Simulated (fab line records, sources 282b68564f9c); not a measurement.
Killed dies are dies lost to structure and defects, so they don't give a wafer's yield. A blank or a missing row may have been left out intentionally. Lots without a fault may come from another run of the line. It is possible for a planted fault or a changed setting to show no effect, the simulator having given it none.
Which tool was responsible? | flow rit cmos | Sampling: 16 lots, 48 wafers, 2 of 202 route steps

== WHAT THE GAUGES SHOWED, per wafer ==
RIT_PSD_OVL_MEAS_06.
lot  | measured    | on         | PSD_OVL (nm)
L241 | day 3 01:47 | overlay-02 | -0.3 -1.6 -1.5
L242 | day 3 06:13 | overlay-01 | -0.4 0.0 -0.5
L243 | day 3 09:47 | overlay-02 | -2.4 -0.8 0.4
L244 | day 3 16:02 | overlay-02 | -0.5 -1.4 -1.5
L245 | day 3 21:29 | overlay-02 | -3.2 -1.1 -2.7
L246 | day 4 02:53 | overlay-01 | -3.2 -2.6 -2.8
L247 | day 4 06:31 | overlay-01 | -0.1 0.2 0.1
L248 | day 4 10:32 | overlay-02 | -1.1 -1.4 -1.4
L249 | day 4 17:49 | overlay-02 | -1.2 -1.7 -2.0
L250 | day 5 00:37 | overlay-02 | -1.5 -2.7 -2.9
L254 | day 5 20:30 | overlay-02 | -150.7 -151.5 -150.3
L255 | day 6 04:39 | overlay-01 | -149.1 -149.2 -148.5
L257 | day 6 11:30 | overlay-01 | -147.4 -147.6 -149.9
L258 | day 6 16:45 | overlay-01 | -151.5 -151.6 -149.7
L261 | day 7 03:35 | overlay-01 | -1.4 1.6 1.7
L264 | day 7 20:03 | overlay-02 | -0.7 -3.0 -1.6

== TOOL THAT RAN EACH LOT (tool first, then ch and the chambers of the sampled wafers, then the start) ==
lot  | RIT_PSD_EXPOSE_03
L241 | iline stepper-01 ch 0, day 3 01:24
L242 | iline stepper-02 ch 0, day 3 05:49
L243 | iline stepper-02 ch 0, day 3 09:23
L244 | iline stepper-01 ch 0, day 3 15:34
L245 | iline stepper-02 ch 0, day 3 21:05
L246 | iline stepper-01 ch 0, day 4 02:30
L247 | iline stepper-01 ch 0, day 4 06:07
L248 | iline stepper-01 ch 0, day 4 10:10
L249 | iline stepper-02 ch 0, day 4 17:25
L250 | iline stepper-01 ch 0, day 5 00:02
L254 | iline stepper-02 ch 0, day 5 20:08
L255 | iline stepper-02 ch 0, day 6 04:13
L257 | iline stepper-02 ch 0, day 6 11:01
L258 | iline stepper-02 ch 0, day 6 16:22
L261 | iline stepper-01 ch 0, day 7 03:11
L264 | iline stepper-01 ch 0, day 7 19:39
- RIT_PSD_EXPOSE_03: exposes mask M10, target cd 40900 nm.

== AS READ BY THE TOOLS THEMSELVES (means over the sampled wafers that have a number; for cases with no such wafer, the mark the record gives instead) ==
The record holds no such reading with a usual standard deviation.

== THE ANSWER, worked out from the rows above alone ==
Rule: usual is defined by the lots themselves. Put in order of their means at a reading, lots are off if they are a third of the lots or fewer, leave a main group of 4 or more, and stand apart from it by a gap of 3 or more times the standard deviation of the main group's means; of several such gaps the widest counts. If all means in a main group match to the digits the tables above print for the reading, that group is not used. Also off: a lot with no number at a reading for which 4 or more lots have one. Where the step has rows for the other lots, those lots are counted as sound. Order of review: gauges by route order, followed by the tools' own readings, for which a lot's mean as printed above is used. At the first step where some lot is off, the reading lying furthest off is the one used; lots without a number count as furthest.
Off: at RIT_PSD_OVL_MEAS_06 (PSD_OVL), L254, L255, L257, L258. For the main group the mean is -1.3 nm and the standard deviation 0.99.
A tool fits if, at a process step before that reading, it ran every lot that is off, and no sound lot after the first of them. The gauges at RIT_PSD_OVL_MEAS_06 are tried like those tools. One fits: RIT_PSD_EXPOSE_03 on iline stepper-02. A fault onset in the window from L249 (day 4 17:25, its last sound lot) to L254 (day 5 20:08, its first lot off) fits.

== WHAT THE SIMULATOR PUT IN ==
Scanner matching overlay: iline stepper-02, from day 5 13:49 on, at RIT_PSD_EXPOSE_03. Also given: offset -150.
Lots struck among those shown: L254, L255, L257, L258. Same finding as the rule above.
